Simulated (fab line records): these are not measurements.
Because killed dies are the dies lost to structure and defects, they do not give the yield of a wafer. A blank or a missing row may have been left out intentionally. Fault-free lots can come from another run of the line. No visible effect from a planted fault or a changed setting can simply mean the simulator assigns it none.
Which tool was responsible? || flow berkeley cmos170 || 21 wafers from 7 lots sampled at 4 of the route's 331 steps

== WHAT EACH GAUGE READ, for each wafer ==
UCB170_SDANNEAL_RS_MEAS_03: uses a four-point probe to measure.
{"lot": "L742", "measured": "day 7 07:47", "on": "film metro-02", "NSD_RS (ohm/sq)": "37.04 37.15 37.15"}
{"lot": "L744", "measured": "day 7 07:27", "on": "film metro-01", "NSD_RS (ohm/sq)": "37.17 37.20 37.19"}
{"lot": "L747", "measured": "day 8 07:43", "on": "film metro-04", "NSD_RS (ohm/sq)": "37.22 37.15 37.06"}
{"lot": "L750", "measured": "day 9 04:23", "on": "film metro-01", "NSD_RS (ohm/sq)": "37.24 37.22 37.27"}
{"lot": "L752", "measured": "day 9 22:01", "on": "film metro-01", "NSD_RS (ohm/sq)": "37.23 37.28 37.17"}
{"lot": "L757", "measured": "day 10 10:04", "on": "film metro-02", "NSD_RS (ohm/sq)": "35.36 35.44 35.37"}
{"lot": "L763", "measured": "day 11 10:22", "on": "film metro-04", "NSD_RS (ohm/sq)": "36.97 37.05 36.99"}

== WHICH TOOL RAN EACH LOT (tool, then ch and the chambers of the sampled wafers, then the start) ==
{"lot": "L742", "UCB170_ZERO_STRIP_07": "plasma asher-04 ch 0,1, day 2 07:19", "UCB170_NSD_IMPLANT_08": "implanter-03 ch 0, day 7 05:56", "UCB170_NSD_STRIP_09": "plasma asher-03 ch 0,1, day 7 06:04"}
{"lot": "L744", "UCB170_ZERO_STRIP_07": "plasma asher-03 ch 0,1, day 2 15:25", "UCB170_NSD_IMPLANT_08": "implanter-04 ch 0, day 7 05:52", "UCB170_NSD_STRIP_09": "plasma asher-04 ch 0,1, day 7 06:01"}
{"lot": "L747", "UCB170_ZERO_STRIP_07": "plasma asher-01 ch 0,1, day 3 04:25", "UCB170_NSD_IMPLANT_08": "implanter-04 ch 0, day 8 05:52", "UCB170_NSD_STRIP_09": "plasma asher-02 ch 0,1, day 8 05:59"}
{"lot": "L750", "UCB170_ZERO_STRIP_07": "plasma asher-03 ch 0,1, day 4 01:33", "UCB170_NSD_IMPLANT_08": "implanter-04 ch 0, day 9 02:39", "UCB170_NSD_STRIP_09": "plasma asher-02 ch 0,1, day 9 02:46"}
{"lot": "L752", "UCB170_ZERO_STRIP_07": "plasma asher-01 ch 0,1, day 4 12:57", "UCB170_NSD_IMPLANT_08": "implanter-01 ch 0, day 9 19:59", "UCB170_NSD_STRIP_09": "plasma asher-04 ch 0,1, day 9 20:06"}
{"lot": "L757", "UCB170_ZERO_STRIP_07": "plasma asher-01 ch 0,1, day 5 08:26", "UCB170_NSD_IMPLANT_08": "implanter-03 ch 0, day 10 07:50", "UCB170_NSD_STRIP_09": "plasma asher-04 ch 0,1, day 10 07:58"}
{"lot": "L763", "UCB170_ZERO_STRIP_07": "plasma asher-01 ch 0,1, day 6 12:14", "UCB170_NSD_IMPLANT_08": "implanter-04 ch 0, day 11 08:23", "UCB170_NSD_STRIP_09": "plasma asher-04 ch 0,1, day 11 08:32"}
- UCB170_ZERO_STRIP_07: strips in O2.
- UCB170_NSD_IMPLANT_08
- UCB170_NSD_STRIP_09: strips in O2.

== THE ANSWER, worked out from the rows above alone ==
Rule: the usual values come from the lots themselves. The widest of any qualifying gaps counts: lots, ordered by their means at a reading, are off when they make up no more than a third of the lots, leave a main group of 4 or more, and stand apart from it by 3 or more times the standard deviation of that group's means. Not used: any main group whose means are identical at the precision the tables above print for the reading. A lot without any number at a reading at which 4 lots or more have one is off too. Any other lot the step has rows for is counted as sound.
Off: L757, seen at UCB170_SDANNEAL_RS_MEAS_03 (NSD_RS). For the main group the mean is 37.15 ohm/sq and the standard deviation 0.08.
If a tool, at a process step before that reading, ran all the lots that are off and no sound lot after the first of them, it fits. Gauges at UCB170_SDANNEAL_RS_MEAS_03: tried the same way as those tools. Can't be told from this: 2 tools fit, implanter-03 at UCB170_NSD_IMPLANT_08, film metro-02 at UCB170_SDANNEAL_RS_MEAS_03.

== WHAT HAD BEEN PUT IN BY THE SIMULATOR ==
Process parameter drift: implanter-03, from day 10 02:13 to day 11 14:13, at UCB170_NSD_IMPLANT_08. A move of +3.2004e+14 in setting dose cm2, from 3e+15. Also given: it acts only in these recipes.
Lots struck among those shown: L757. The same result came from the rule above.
